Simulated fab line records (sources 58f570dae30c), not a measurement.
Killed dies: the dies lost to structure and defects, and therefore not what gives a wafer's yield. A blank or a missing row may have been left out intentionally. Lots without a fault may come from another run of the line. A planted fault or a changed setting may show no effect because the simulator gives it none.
Which tool was responsible? :: flow berkeley-cmos170 :: 14 lots with 42 wafers sampled at 4 steps, on a route of 331 steps

== WHAT THE GAUGES SHOWED, per wafer ==
UCB170_NWELL_THK_MEAS_02. Usual: NWELL_OXIDE_THK gives 26.6 nm (standard deviation 0.7).
lot: L449
measured: day 2 04:32
on: film-metro-04
NWELL_OXIDE_THK (nm): 26.2 26.0 25.6
flag: 

lot: L450
measured: day 2 09:40
on: film-metro-02
NWELL_OXIDE_THK (nm): 25.0 25.2 25.2
flag: 

lot: L451
measured: day 2 14:06
on: film-metro-03
NWELL_OXIDE_THK (nm): 26.2 26.7 26.4
flag: 

lot: L452
measured: day 2 20:45
on: film-metro-03
NWELL_OXIDE_THK (nm): 25.9 25.5 25.7
flag: 

lot: L454
measured: day 3 03:51
on: film-metro-03
NWELL_OXIDE_THK (nm): 25.4 25.2 25.4
flag: 

lot: L461
measured: day 4 13:07
on: film-metro-03
NWELL_OXIDE_THK (nm): 27.1 27.6 27.2
flag: 

lot: L459
measured: day 4 13:08
on: film-metro-02
NWELL_OXIDE_THK (nm): 26.8 27.0 27.2
flag: 

lot: L462
measured: day 4 17:58
on: film-metro-03
NWELL_OXIDE_THK (nm): 27.0 27.5 27.2
flag: 

lot: L464
measured: day 5 12:04
on: film-metro-02
NWELL_OXIDE_THK (nm): 26.5 26.8 26.5
flag: 

lot: L465
measured: day 5 16:05
on: film-metro-04
NWELL_OXIDE_THK (nm): 26.6 26.0 26.9
flag: 

lot: L466
measured: day 5 16:06
on: film-metro-02
NWELL_OXIDE_THK (nm): 27.5 27.3 27.1
flag: 

lot: L467
measured: day 5 23:16
on: film-metro-04
NWELL_OXIDE_THK (nm): 27.7 27.7 27.1
flag: 

lot: L470
measured: day 6 08:43
on: film-metro-04
NWELL_OXIDE_THK (nm): 27.4 27.4 26.9
flag: 

lot: L472
measured: day 7 02:37
on: film-metro-04
NWELL_OXIDE_THK (nm): 26.5 26.6 26.5
flag: 

UCB170_SACOX_THK_MEAS_02. Usual: SACOX_OXIDE_THK gives 14.4 nm (standard deviation 0.35).
lot: L449
measured: day 6 00:56
on: film-metro-04
SACOX_OXIDE_THK (nm): 15.0 14.8 15.2
flag: 

lot: L450
measured: day 6 00:57
on: film-metro-01
SACOX_OXIDE_THK (nm): 15.1 15.0 15.2
flag: 

lot: L451
measured: day 6 15:03
on: film-metro-01
SACOX_OXIDE_THK (nm): 13.7 13.9 13.7
flag: 

lot: L452
measured: day 6 15:07
on: film-metro-01
SACOX_OXIDE_THK (nm): 13.7 13.8 13.8
flag: 

lot: L454
measured: day 6 22:03
on: film-metro-02
SACOX_OXIDE_THK (nm): 14.0 13.8 13.8
flag: 

lot: L461
measured: day 8 11:58
on: film-metro-04
SACOX_OXIDE_THK (nm): 14.2 14.4 14.4
flag: 

lot: L459
measured: day 8 12:00
on: film-metro-02
SACOX_OXIDE_THK (nm): 14.6 14.4 14.5
flag: 

lot: L462
measured: day 8 12:02
on: film-metro-04
SACOX_OXIDE_THK (nm): 14.2 14.1 14.2
flag: 

lot: L464
measured: day 9 05:54
on: film-metro-04
SACOX_OXIDE_THK (nm): 14.2 14.4 14.5
flag: 

lot: L465
measured: day 9 05:47
on: film-metro-01
SACOX_OXIDE_THK (nm): 14.6 14.6 14.7
flag: 

lot: L466
measured: day 9 05:51
on: film-metro-04
SACOX_OXIDE_THK (nm): 14.5 14.7 14.7
flag: 

lot: L467
measured: day 9 05:50
on: film-metro-01
SACOX_OXIDE_THK (nm): 14.3 14.4 14.5
flag: 

lot: L470
measured: day 9 22:41
on: film-metro-02
SACOX_OXIDE_THK (nm): 14.6 14.5 14.4
flag: 

lot: L472
measured: day 10 11:10
on: film-metro-02
SACOX_OXIDE_THK (nm): 14.1 14.3 14.2
flag: 

UCB170_SCREENOX_THK_MEAS_02. Usual: SCREENOX_OXIDE_THK gives 14.6 nm (standard deviation 0.32).
lot: L449
measured: day 6 06:08
on: film-metro-02
SCREENOX_OXIDE_THK (nm): 14.6 14.5 14.6
flag: 

lot: L450
measured: day 6 06:09
on: film-metro-01
SCREENOX_OXIDE_THK (nm): 14.8 14.8 14.8
flag: 

lot: L451
measured: day 6 23:46
on: film-metro-02
SCREENOX_OXIDE_THK (nm): 15.1 14.6 15.1
flag: 

lot: L452
measured: day 6 23:48
on: film-metro-03
SCREENOX_OXIDE_THK (nm): 14.9 14.9 15.1
flag: 

lot: L454
measured: day 7 06:52
on: film-metro-02
SCREENOX_OXIDE_THK (nm): 14.9 15.0 14.8
flag: 

lot: L461
measured: day 8 17:47
on: film-metro-02
SCREENOX_OXIDE_THK (nm): 14.1 14.2 14.0
flag: 

lot: L459
measured: day 8 17:51
on: film-metro-01
SCREENOX_OXIDE_THK (nm): 15.3 15.0 15.3
flag: 

lot: L462
measured: day 8 17:43
on: film-metro-01
SCREENOX_OXIDE_THK (nm): 14.4 14.3 14.5
flag: 

lot: L464
measured: day 9 09:09
on: film-metro-02
SCREENOX_OXIDE_THK (nm): 14.6 14.6 14.4
flag: 

lot: L465
measured: day 9 09:07
on: film-metro-03
SCREENOX_OXIDE_THK (nm): 14.2 14.2 14.2
flag: 

lot: L466
measured: day 9 09:11
on: film-metro-01
SCREENOX_OXIDE_THK (nm): 14.3 14.3 14.5
flag: 

lot: L467
measured: day 9 09:10
on: film-metro-03
SCREENOX_OXIDE_THK (nm): 14.3 14.1 14.0
flag: 

lot: L470
measured: day 10 03:12
on: film-metro-01
SCREENOX_OXIDE_THK (nm): 14.6 14.3 14.7
flag: 

lot: L472
measured: day 10 16:35
on: film-metro-03
SCREENOX_OXIDE_THK (nm): 14.2 14.2 14.2
flag: 

== WHAT TOOL EACH LOT RAN ON (gives the tool, then ch and the chambers of the sampled wafers, and finally the start) ==
lot: L449
UCB170_PWELL_IMPLANT_15: implanter-03 ch 0, day 3 08:00

lot: L450
UCB170_PWELL_IMPLANT_15: implanter-03 ch 0, day 3 14:31

lot: L451
UCB170_PWELL_IMPLANT_15: implanter-01 ch 0, day 4 04:07

lot: L452
UCB170_PWELL_IMPLANT_15: implanter-03 ch 0, day 4 03:57

lot: L454
UCB170_PWELL_IMPLANT_15: implanter-02 ch 0, day 4 13:00

lot: L461
UCB170_PWELL_IMPLANT_15: implanter-03 ch 0, day 5 22:31

lot: L459
UCB170_PWELL_IMPLANT_15: implanter-03 ch 0, day 5 23:13

lot: L462
UCB170_PWELL_IMPLANT_15: implanter-02 ch 0, day 5 22:43

lot: L464
UCB170_PWELL_IMPLANT_15: implanter-01 ch 0, day 6 22:23

lot: L465
UCB170_PWELL_IMPLANT_15: implanter-01 ch 0, day 6 23:13

lot: L466
UCB170_PWELL_IMPLANT_15: implanter-02 ch 0, day 6 22:21

lot: L467
UCB170_PWELL_IMPLANT_15: implanter-02 ch 0, day 6 23:03

lot: L470
UCB170_PWELL_IMPLANT_15: implanter-01 ch 0, day 7 15:46

lot: L472
UCB170_PWELL_IMPLANT_15: implanter-02 ch 0, day 8 09:08
- UCB170_PWELL_IMPLANT_15

== AS READ BY THE TOOLS THEMSELVES (means over the sampled wafers that have a number; for cases with no such wafer, the mark the record gives instead) ==
UCB170_PWELL_IMPLANT_15. Usual: tilt-deg 7.002 degrees, standard deviation 0.024.
lot: L449
tool: implanter-03
tilt-deg (degrees): 7.002
flag: 

lot: L450
tool: implanter-03
tilt-deg (degrees): 7.012
flag: 

lot: L451
tool: implanter-01
tilt-deg (degrees): 7.020
flag: 

lot: L452
tool: implanter-03
tilt-deg (degrees): 7.007
flag: 

lot: L454
tool: implanter-02
tilt-deg (degrees): 7.018
flag: 

lot: L461
tool: implanter-03
tilt-deg (degrees): 7.999
flag: OFF

lot: L459
tool: implanter-03
tilt-deg (degrees): 8.039
flag: OFF

lot: L462
tool: implanter-02
tilt-deg (degrees): 7.044
flag: 

lot: L464
tool: implanter-01
tilt-deg (degrees): 7.005
flag: 

lot: L465
tool: implanter-01
tilt-deg (degrees): 6.990
flag: 

lot: L466
tool: implanter-02
tilt-deg (degrees): 6.989
flag: 

lot: L467
tool: implanter-02
tilt-deg (degrees): 7.024
flag: 

lot: L470
tool: implanter-01
tilt-deg (degrees): 7.002
flag: 

lot: L472
tool: implanter-02
tilt-deg (degrees): 6.970
flag: 

== THE ANSWER, worked out from the rows above alone ==
Rule: take the mean of a lot's wafers that have a number; if it is more than 3 standard deviations from the usual mean, the lot is off. A lot without any number at a reading at which 4 lots or more have one is off too. The other lots that the step has rows for count as sound. After the gauges, taken in route order, come the tools' own readings; for these a lot's mean is taken, as printed above. At the first step where some lot is off, the reading lying furthest off is the one used; lots without a number count as furthest.
Off: L461, L459 (UCB170_PWELL_IMPLANT_15, tilt-deg).
A tool fits if, at that step or a process step before it, it ran every lot that is off, and no sound lot after the first of them. One candidate fits, namely implanter-03 at UCB170_PWELL_IMPLANT_15. A fault onset in the window from L452 (day 4 03:57, its last sound lot) to L461 (day 5 22:31, its first lot off) fits.
The tool's own readings at UCB170_PWELL_IMPLANT_15 bear it out: on the lots that are off they differ by more than 5 times the standard deviation of the sound lots' means. tilt-deg reads 8.019 degrees there against 7.007 degrees on the sound lots.

== WHAT THE SIMULATOR PUT IN ==
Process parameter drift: implanter-03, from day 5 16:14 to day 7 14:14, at UCB170_PWELL_IMPLANT_15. Setting tilt-deg shifted by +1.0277 from 7. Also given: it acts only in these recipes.
Shown lots that were struck: L461, L459. Same finding as the rule above.
